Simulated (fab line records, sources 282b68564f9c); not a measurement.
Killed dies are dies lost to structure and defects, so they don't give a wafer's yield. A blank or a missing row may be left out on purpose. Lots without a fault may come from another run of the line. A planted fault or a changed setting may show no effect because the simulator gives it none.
Which tool did it? | flow rit_cmos | 7 lots, 21 wafers sampled, at 1 step of a route of 202

WHAT THE GAUGES READ, wafer by wafer
RIT_ACTIVE_BOW_MEAS_00.
lot  | measured    | on            | INCOMING_BOW (um)
L238 | day 1 15:01 | film_metro-02 | 2 0 -8
L240 | day 2 01:01 | film_metro-04 | -5 0 -6
L242 | day 2 11:01 | film_metro-03 | 10 13 4
L244 | day 2 21:01 | film_metro-04 | 9 4 2
L246 | day 3 07:01 | film_metro-04 | 5 7 5
L250 | day 4 03:02 | film_metro-02 | -4 9 12
L258 | day 5 19:00 | film_metro-04 | 1 -6 -9

WHICH TOOL RAN EACH LOT (tool, then ch and the chambers of the sampled wafers, then the start)
The record holds no process step before these readings.

THE ANSWER, worked out from the rows above alone
Rule: what is usual is taken from the lots themselves. Put in order of their means at a reading, lots are off if they are a third of the lots or fewer, leave a main group of 4 or more, and stand apart from it by a gap of 3 or more times the standard deviation of the main group's means; of several such gaps the widest counts. A main group whose means are all the same, to the digits that the tables above print for the reading, isn't used. A lot without any number at a reading at which 4 lots or more have one is off too. The other lots that the step has rows for count as sound.
No lot is off at any reading shown: from this, nothing can be told.

WHAT THE SIMULATOR HAD PUT IN
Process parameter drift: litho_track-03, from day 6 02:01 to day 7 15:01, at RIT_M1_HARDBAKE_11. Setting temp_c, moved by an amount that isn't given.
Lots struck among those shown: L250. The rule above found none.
